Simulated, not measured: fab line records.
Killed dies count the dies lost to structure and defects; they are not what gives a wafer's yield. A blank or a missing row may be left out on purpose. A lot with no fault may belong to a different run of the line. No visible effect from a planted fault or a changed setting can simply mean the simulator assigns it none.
The tool behind it: which one? / flow berkeleyCmos170 / 14 lots with 42 wafers sampled at 3 steps, on a route of 331 steps

## WHAT THE GAUGES SHOWED, per wafer
UCB170_WELLDRIVE_THK_MEAS_02.
lot=L776; measured=day 3 18:54; on=filmMetro-01; WELLDRIVE_OXIDE_THK (nm)=201 194 199
lot=L777; measured=day 3 18:55; on=filmMetro-03; WELLDRIVE_OXIDE_THK (nm)=201 198 200
lot=L778; measured=day 4 02:30; on=filmMetro-03; WELLDRIVE_OXIDE_THK (nm)=193 193 193
lot=L779; measured=day 4 02:30; on=filmMetro-01; WELLDRIVE_OXIDE_THK (nm)=205 200 202
lot=L780; measured=day 4 05:45; on=filmMetro-03; WELLDRIVE_OXIDE_THK (nm)=198 195 199
lot=L781; measured=day 4 05:45; on=filmMetro-04; WELLDRIVE_OXIDE_THK (nm)=198 198 196
lot=L782; measured=day 4 18:52; on=filmMetro-01; WELLDRIVE_OXIDE_THK (nm)=203 205 205
lot=L785; measured=day 5 06:43; on=filmMetro-01; WELLDRIVE_OXIDE_THK (nm)=194 194 194
lot=L784; measured=day 5 06:44; on=filmMetro-04; WELLDRIVE_OXIDE_THK (nm)=192 195 190
lot=L786; measured=day 5 14:53; on=filmMetro-04; WELLDRIVE_OXIDE_THK (nm)=205 200 202
lot=L789; measured=day 6 14:26; on=filmMetro-03; WELLDRIVE_OXIDE_THK (nm)=200 203 198
lot=L791; measured=day 6 18:23; on=filmMetro-01; WELLDRIVE_OXIDE_THK (nm)=192 196 196
lot=L790; measured=day 6 18:25; on=filmMetro-04; WELLDRIVE_OXIDE_THK (nm)=197 199 195
lot=L793; measured=day 7 04:02; on=filmMetro-03; WELLDRIVE_OXIDE_THK (nm)=205 205 200

UCB170_ACTIVE_CD_MEAS_13: target cd 1200 nm.
lot=L776; measured=day 4 12:29; on=cdSem-02; cdNm (nm)=1203.3 1203.0 1203.6
lot=L777; measured=day 4 12:43; on=cdSem-01; cdNm (nm)=1201.5 1202.1 1200.1
lot=L778; measured=day 4 23:27; on=cdSem-01; cdNm (nm)=1198.9 1198.8 1199.3
lot=L779; measured=day 4 23:43; on=cdSem-01; cdNm (nm)=1198.8 1199.7 1198.2
lot=L780; measured=day 4 23:56; on=cdSem-01; cdNm (nm)=1200.4 1200.7 1201.0
lot=L781; measured=day 4 23:39; on=cdSem-02; cdNm (nm)=1200.7 1201.7 1201.5
lot=L782; measured=day 5 17:06; on=cdSem-02; cdNm (nm)=1201.4 1201.5 1202.7
lot=L785; measured=day 5 22:09; on=cdSem-01; cdNm (nm)=1200.5 1200.5 1200.1
lot=L784; measured=day 5 21:58; on=cdSem-01; cdNm (nm)=1199.4 1199.0 1199.7
lot=L786; measured=day 6 08:08; on=cdSem-01; cdNm (nm)=1201.3 1199.4 1201.4
lot=L789; measured=day 7 12:41; on=cdSem-02; cdNm (nm)=1200.8 1202.3 1203.1
lot=L791; measured=day 7 12:23; on=cdSem-02; cdNm (nm)=1198.5 1197.3 1197.4
lot=L790; measured=day 7 13:17; on=cdSem-02; cdNm (nm)=1199.5 1199.3 1200.4
lot=L793; measured=day 7 15:23; on=cdSem-01; cdNm (nm)=1198.8 1199.3 1198.6

UCB170_SCREENOX_THK_MEAS_02.
lot=L776; measured=day 5 16:10; on=filmMetro-04; SCREENOX_OXIDE_THK (nm)=14.20 14.39 14.40
lot=L777; measured=day 5 16:11; on=filmMetro-03; SCREENOX_OXIDE_THK (nm)=14.07 14.23 14.44
lot=L778; measured=day 6 03:29; on=filmMetro-04; SCREENOX_OXIDE_THK (nm)=14.61 14.51 14.33
lot=L779; measured=day 6 03:26; on=filmMetro-03; SCREENOX_OXIDE_THK (nm)=14.46 14.50 14.19
lot=L780; measured=day 6 03:26; on=filmMetro-02; SCREENOX_OXIDE_THK (nm)=14.16 14.20 14.40
lot=L781; measured=day 6 03:26; on=filmMetro-04; SCREENOX_OXIDE_THK (nm)=14.37 14.13 14.08
lot=L782; measured=day 7 00:32; on=filmMetro-02; SCREENOX_OXIDE_THK (nm)=14.07 14.24 14.60
lot=L785; measured=day 7 00:32; on=filmMetro-03; SCREENOX_OXIDE_THK (nm)=14.45 14.38 14.44
lot=L784; measured=day 7 00:36; on=filmMetro-04; SCREENOX_OXIDE_THK (nm)=14.33 14.19 14.36
lot=L786; measured=day 7 10:39; on=filmMetro-02; SCREENOX_OXIDE_THK (nm)=14.17 14.10 14.10
lot=L789; measured=day 8 17:43; on=filmMetro-03; SCREENOX_OXIDE_THK (nm)=14.27 14.27 14.49
lot=L791; measured=day 8 17:44; on=filmMetro-03; SCREENOX_OXIDE_THK (nm)=14.11 14.36 13.92
lot=L790; measured=day 8 17:43; on=filmMetro-04; SCREENOX_OXIDE_THK (nm)=14.31 14.21 14.14
lot=L793; measured=day 8 17:41; on=filmMetro-02; SCREENOX_OXIDE_THK (nm)=13.95 13.85 14.08

## EACH LOT AND THE TOOL THAT RAN IT (in order: tool; ch and the chambers of the sampled wafers; start)
Record: no process step prior to these readings.

## AS READ BY THE TOOLS THEMSELVES (means over the sampled wafers that have a number; for cases with no such wafer, the mark the record gives instead)
The record holds no such reading with a usual standard deviation.

## THE ANSWER, worked out from the rows above alone
Rule: the lots themselves supply what counts as usual. The widest of any qualifying gaps counts: lots, ordered by their means at a reading, are off when they make up no more than a third of the lots, leave a main group of 4 or more, and stand apart from it by 3 or more times the standard deviation of that group's means. A main group is skipped when, at the precision printed for the reading in the tables above, its means are all equal. Also off: a lot with no number at a reading for which 4 or more lots have one. Where the step has rows for the other lots, those lots are counted as sound. After the gauges, taken in route order, come the tools' own readings; for these a lot's mean is taken, as printed above. The first step at which some lot is off is used, and at that step the reading that is off furthest; a lot without a number counts as furthest.
Across all readings shown, no lot is off: no conclusion can be drawn from this.

## WHAT THE SIMULATOR HAD INSERTED
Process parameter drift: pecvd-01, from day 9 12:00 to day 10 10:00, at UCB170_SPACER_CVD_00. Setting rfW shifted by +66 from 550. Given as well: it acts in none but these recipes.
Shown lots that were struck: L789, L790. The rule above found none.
